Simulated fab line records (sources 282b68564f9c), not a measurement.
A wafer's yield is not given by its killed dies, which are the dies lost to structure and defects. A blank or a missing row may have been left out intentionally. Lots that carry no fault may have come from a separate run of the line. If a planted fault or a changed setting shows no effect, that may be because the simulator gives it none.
What tool caused it?    flow rit cmos    15 lots with 43 wafers sampled at 4 steps, on a route of 202 steps

== WHAT EACH GAUGE READ, for each wafer ==
RIT_PWELL_TW_MEAS_10. Usual: PWELL_TW typically reads 944, with standard deviation 8.2.
lot   measured     on             PWELL_TW     flag
L180  day 2 09:28  film metro-01  949 948 949  
L181  day 2 16:12  film metro-01  950 950 947  
L182  day 2 19:23  film metro-01  946 943 949  
L183  day 3 00:33  film metro-02  937 934 931  
L184  day 3 12:14  film metro-01  950 951 948  
L185  day 3 13:22  film metro-01  950 947 951  
L186  day 3 16:55  film metro-02  936 936 936  
L187  day 3 21:43  film metro-02  936 943 939  
L188  day 4 01:00  film metro-02  935          
L189  day 4 06:48  film metro-04  948 950 949  
L190  day 4 12:35  film metro-04  955 956 953  
L192  day 4 21:47  film metro-01  945 943 948  
L196  day 5 18:59  film metro-04  952 957 953  
L197  day 5 21:58  film metro-02  928 933 929  
L199  day 6 08:14  film metro-02  936 938 937  

RIT_M1_BOW_MEAS_16. Usual: M1_BOW typically reads 18 um, with standard deviation 7.1.
lot   measured     on             M1_BOW (um)  flag
L180  day 4 06:44  film metro-02  15 22 21     
L181  day 4 05:15  film metro-03  17 19 17     
L182  day 4 08:15  film metro-04  2 13 21      
L183  day 4 12:39  film metro-02  20 21 24     
L184  day 4 23:27  film metro-04  30 26 22     
L185  day 5 03:57  film metro-02  6 22 12      
L186  day 5 04:59  film metro-03  20 25 22     
L187  day 5 10:52  film metro-02  15 8 16      
L188  day 5 12:43  film metro-02  14           
L189  day 5 20:01  film metro-03  15 18 13     
L190  day 5 23:57  film metro-04  20 20 26     
L192  day 6 07:23  film metro-02  9 10 11      
L196  day 7 04:23  film metro-03  4 12 28      
L197  day 7 09:15  film metro-04  13 32 21     
L199  day 7 18:46  film metro-03  22 8 29      

== WHAT TOOL EACH LOT RAN ON (gives the tool, then ch and the chambers of the sampled wafers, and finally the start) ==
lot   RIT_GATE_DEVELOP_15               RIT_CONTACT_ETCH_11
L180  litho track-01 ch 0, day 3 06:00  rie diel-01 ch 0,1,3, day 4 00:37
L181  litho track-01 ch 0, day 3 06:00  rie diel-04 ch 0,1,3, day 4 00:14
L182  litho track-04 ch 0, day 3 10:00  rie diel-02 ch 0,2, day 4 01:53
L183  litho track-02 ch 0, day 3 14:00  rie diel-04 ch 0,1,3, day 4 06:22
L184  litho track-04 ch 0, day 4 02:00  rie diel-01 ch 0,2,3, day 4 18:20
L185  litho track-01 ch 0, day 4 04:00  rie diel-04 ch 0,1, day 4 22:04
L186  litho track-01 ch 0, day 4 07:00  rie diel-01 ch 1,2, day 5 00:13
L187  litho track-01 ch 0, day 4 15:00  rie diel-02 ch 2,3, day 5 05:54
L188  litho track-01 ch 0, day 4 15:00  rie diel-01 ch 3, day 5 07:59
L189  litho track-04 ch 0, day 4 22:00  rie diel-04 ch 0,3, day 5 15:01
L190  litho track-01 ch 0, day 5 01:00  rie diel-02 ch 1,2, day 5 18:37
L192  litho track-02 ch 0, day 5 11:00  rie diel-04 ch 2,3, day 6 02:34
L196  litho track-02 ch 0, day 6 08:00  rie diel-02 ch 0,2,3, day 6 23:38
L197  litho track-02 ch 0, day 6 11:00  rie diel-04 ch 0,2,3, day 7 03:40
L199  litho track-02 ch 0, day 6 22:00  rie diel-04 ch 1,2,3, day 7 13:52
- RIT_GATE_DEVELOP_15: develop time 50 s.
- RIT_CONTACT_ETCH_11: etches SiO2 in CHF3/CF4/Ar, stops on TiSi2, target depth 480 nm, time 320 s.

== AS READ BY THE TOOLS THEMSELVES (means over the sampled wafers that have a number; for cases with no such wafer, the mark the record gives instead) ==
RIT_GATE_DEVELOP_15. Usual: developer temp C reads 22.97 C (standard deviation 0.12).
lot   tool            developer temp C (C)  flag
L180  litho track-01  23.06                 
L181  litho track-01  22.87                 
L182  litho track-04  22.89                 
L183  litho track-02  22.84                 
L184  litho track-04  22.80                 
L185  litho track-01  23.00                 
L186  litho track-01  22.91                 
L187  litho track-01  22.35                 OFF
L188  litho track-01  22.44                 OFF
L189  litho track-04  23.03                 
L190  litho track-01  22.22                 OFF
L192  litho track-02  22.95                 
L196  litho track-02  23.03                 
L197  litho track-02  22.84                 
L199  litho track-02  22.99                 

RIT_CONTACT_ETCH_11. Usual: drypump motor current A 5.7 A, standard deviation 0.4; oes product au 0.989 a.u., standard deviation 0.015; throttle valve pct 8.89 %, standard deviation 0.12.
lot   tool         drypump motor current A (A)  oes product au (a.u.)  throttle valve pct (%)  flag
L180  rie diel-01  5.7                          0.978                  8.89                    
L181  rie diel-04  5.8                          0.994                  8.89                    
L182  rie diel-02  5.8                          0.981                  8.89                    
L183  rie diel-04  5.9                          0.994                  8.89                    
L184  rie diel-01  5.9                          0.984                  8.90                    
L185  rie diel-04  5.8                          0.989                  8.93                    
L186  rie diel-01  6.0                          0.971                  8.68                    
L187  rie diel-02  5.2                          0.995                  9.02                    
L188  rie diel-01  5.7                          0.995                  8.85                    
L189  rie diel-04  6.0                          1.000                  8.94                    
L190  rie diel-02  5.4                          0.973                  8.83                    
L192  rie diel-04  5.8                          1.005                  8.84                    
L196  rie diel-02  5.6                          0.991                  8.98                    
L197  rie diel-04  5.7                          0.998                  8.88                    
L199  rie diel-04  5.6                          0.995                  8.82                    

== THE ANSWER, worked out from the rows above alone ==
Rule: lot off if the mean of its wafers having a number is beyond 3 standard deviations from the usual mean. Also off: a lot with no number at a reading for which 4 or more lots have one. Where the step has rows for the other lots, those lots are counted as sound. The gauges are gone through in route order, then the tools' own readings, and for those a lot's mean is taken as printed above. The first step at which some lot is off is used, and at that step the reading that is off furthest; a lot without a number counts as furthest.
Off: L187, L188, L190, at RIT_GATE_DEVELOP_15 (developer temp C).
If a tool, at that step or one of the process steps before it, ran each lot that is off and ran no sound lot following the first of them, it fits. One candidate fits, namely litho track-01 at RIT_GATE_DEVELOP_15. Its last sound lot is L186 (day 4 07:00), its first lot that is off L187 (day 4 15:00): a fault that began between those two fits.
The tool's own readings at RIT_GATE_DEVELOP_15 bear it out: on the lots that are off they differ by more than 5 times the standard deviation of the sound lots' means. developer temp C reads 22.34 C there against 22.93 C on the sound lots.

== WHAT THE SIMULATOR HAD PUT IN ==
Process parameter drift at RIT_GATE_DEVELOP_15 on litho track-01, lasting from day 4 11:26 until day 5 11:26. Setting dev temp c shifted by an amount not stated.
Lots struck among those shown: L187, L188, L190. The rule given above showed the same thing.
